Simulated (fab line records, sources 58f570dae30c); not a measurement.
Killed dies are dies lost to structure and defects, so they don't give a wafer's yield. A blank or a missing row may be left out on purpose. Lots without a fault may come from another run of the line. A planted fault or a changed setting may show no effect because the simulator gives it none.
Problem report in the 8D (eight disciplines) form, filled by code | flow berkeley_cmos170 | the parts of the form that need people (team, actions taken, sign-off) are left out

1. THE PROBLEM
NWELL_TW at UCB170_NWELL_TW_MEAS_16 reads a mean of 1141 on 6 wafers of 2 lots; wafers without a fault read 1245 with a standard deviation of 13. That is -8.0 standard deviations from the usual mean.
First seen on wafer L636.2, day 6 08:32, on film_metro-01. The record holds 42 wafers of 14 lots with a number at this step. Rule for "out", or "out of limits": more than 4 standard deviations from the usual mean. The other wafers with a number count as sound.

2. WHAT IT IS AND WHAT IT IS NOT
question                    | is                           | is not
which readings at this step | NWELL_TW                     | -
which lots                  | L636, L638                   | L619, L620, L622, L623, L624, L625, L626, L627, L628, L629, L630, L640
which wafers of those lots  | all that have a number       | -
read on which gauges        | film_metro-01, film_metro-03 | film_metro-04
when                        | from day 6 08:32             | up to then (33 sound wafers); but 3 sound wafers of L640 came after

3. SUSPECTS, AND WHAT RULES EACH OUT
Counting: a tool at a process step up to the reading stays a suspect if it ran every lot that is out and no sound lot after the first of them.
- the gauge at UCB170_NWELL_TW_MEAS_16: ruled out. The wafers that are out were read on 2 gauges (film_metro-01, film_metro-03).
- implanter-04 at UCB170_NWELL_IMPLANT_14: kept. It ran every lot that is out, first L636 (day 6 08:19), and no sound lot after that; its last sound lot up to then is L629 (day 4 12:52). Its own readings are out on those wafers: beam_on_s, faraday_current_uA.
Left after counting: implanter-04 at UCB170_NWELL_IMPLANT_14.

4. THE CAUSE (what the simulator had put in)
Process parameter drift: implanter-04, from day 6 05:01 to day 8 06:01, at UCB170_NWELL_IMPLANT_14. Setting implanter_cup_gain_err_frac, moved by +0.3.
Counting left only this tool.

5. THE CHAIN OF EFFECTS, in route order
Each row: a reading whose mean over the struck wafers that have a number lies more than 3 standard deviations from the usual. Only readings for which the record gives a usual standard deviation are gone through. hours: the time from each lot's start at the first step in this table that gives one to its start at this step, as a median over the lots. sigmas: the change in usual standard deviations.
hours | step                    | reading            | usual   | on struck wafers | change | sigmas
0     | UCB170_NWELL_IMPLANT_14 | beam_on_s          | 10.04 s | 7.70             | -2.34  | -12
0     | UCB170_NWELL_IMPLANT_14 | faraday_current_uA | 31.6    | 41.1             | +9.5   | +15
0     | UCB170_NWELL_TW_MEAS_16 | NWELL_TW           | 1245    | 1141             | -104   | -8.0
The process steps in it:
- UCB170_NWELL_IMPLANT_14

6. WHAT WOULD HAVE CAUGHT IT SOONER
In this record the first reading out of limits at a measuring or inspecting step was taken at day 6 08:32, 4 hours after the fault began at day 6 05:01.
The tool's own readings at UCB170_NWELL_IMPLANT_14 were out on every struck wafer that the step has a row for (beam_on_s, faraday_current_uA): an alarm limit on them would have fired on the first of those.
Of the lots that are out (2), L638 began UCB170_NWELL_IMPLANT_14 on implanter-04 after day 6 08:32. A hold on the tool at that time would have spared it.
